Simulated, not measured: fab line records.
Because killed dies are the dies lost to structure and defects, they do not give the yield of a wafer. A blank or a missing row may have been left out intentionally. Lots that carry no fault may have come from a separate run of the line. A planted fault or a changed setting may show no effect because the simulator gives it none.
A single fault, viewed from 2 desks :: flow berkeley-cmos170 :: what lay behind the numbers comes last; until then each desk has only its own

== FROM THE METROLOGY DESK ==
What the gauges read for every lot (on any tool): the sampled wafers with a number, averaged. If a lot's mean is further than 4 standard deviations from the usual mean, the lot is out of limits and carries the mark OUT (the distance appears in the brackets).
Columns: A = START_OXIDE_THK at UCB170_START_THK_MEAS_03, usual 20.0 nm; B = PVT_OVL at UCB170_PVT_OVL_MEAS_06, usual 3 nm; C = PSD_OVL at UCB170_PSD_OVL_MEAS_07, usual -2 nm
lot: L852
first seen here: day 1 14:16
A: 20.0
B: 5
C: 2

lot: L853
first seen here: day 1 19:56
A: 20.1
B: 1
C: -4

lot: L856
first seen here: day 2 11:02
A: 19.9
B: 3
C: -9

lot: L859
first seen here: day 3 06:04
A: 20.1
B: -9
C: 1

lot: L861
first seen here: day 3 10:39
A: 20.5
B: -1
C: 0

lot: L862
first seen here: day 3 17:25
A: 19.8
B: 5
C: -1

lot: L867
first seen here: day 4 16:45
A: 19.7
B: 2
C: 2

lot: L868
first seen here: day 4 22:10
A: 20.6
B: 2
C: -4

lot: L869
first seen here: day 5 04:05
A: 19.3
B: 4
C: -7

lot: L870
first seen here: day 5 09:34
A: 19.7
B: 5
C: 4

lot: L871
first seen here: day 5 13:04
A: 20.0
B: -2
C: -14

lot: L873
first seen here: day 5 23:23
A: 20.9
B: 6
C: -3

lot: L874
first seen here: day 6 04:56
A: 19.1
B: 4
C: -4

lot: L875
first seen here: day 6 09:46
A: 19.8
B: 1
C: -1
Finding of this desk: none of the 14 lots has anything out of limits.

== DESK OF THE TOOL OWNER: implanter-01 ==
The tool's own readings at UCB170_NLDD_IMPLANT_08: means of the sampled wafers that have a number, for each lot that ran on this tool. If a lot's mean is further than 4 standard deviations from the usual mean, the lot is out of limits and carries the mark OUT (the distance appears in the brackets).
Columns: A = beam-energy-keV at UCB170_NLDD_IMPLANT_08, usual 29.999; B = faraday-current-uA at UCB170_NLDD_IMPLANT_08, usual 159
lot: L853
first seen here: day 7 02:38
A: 29.987
B: 158

lot: L859
first seen here: day 7 16:59
A: 30.002
B: 158

lot: L868
first seen here: day 9 17:50
A: 30.736 (+84) OUT
B: 159

lot: L870
first seen here: day 10 05:10
A: 30.736 (+84) OUT
B: 160
Finding of this desk: L868, L870 out of limits; the first was L868 at day 9 17:50, on beam-energy-keV at UCB170_NLDD_IMPLANT_08. L853, L859: within limits.

== TAKEN TOGETHER ==
The tool owner's desk could have raised an alarm at day 9 17:50, on L868, L870.
From the metrology desk's view, nothing was out of limits.
The metrology desk holds a record of L868, L870, inside its limits.
UCB170_NLDD_IMPLANT_08 was run on implanter-01 by each of the lots named.

== WHAT WAS PUT IN BY THE SIMULATOR ==
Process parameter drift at UCB170_NLDD_IMPLANT_08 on implanter-01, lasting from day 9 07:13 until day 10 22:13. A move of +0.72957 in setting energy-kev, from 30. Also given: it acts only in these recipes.
Shown lots that were struck: L868, L870.
Hours from the fault's start to each desk's first reading out of limits: the tool owner's desk, 11.
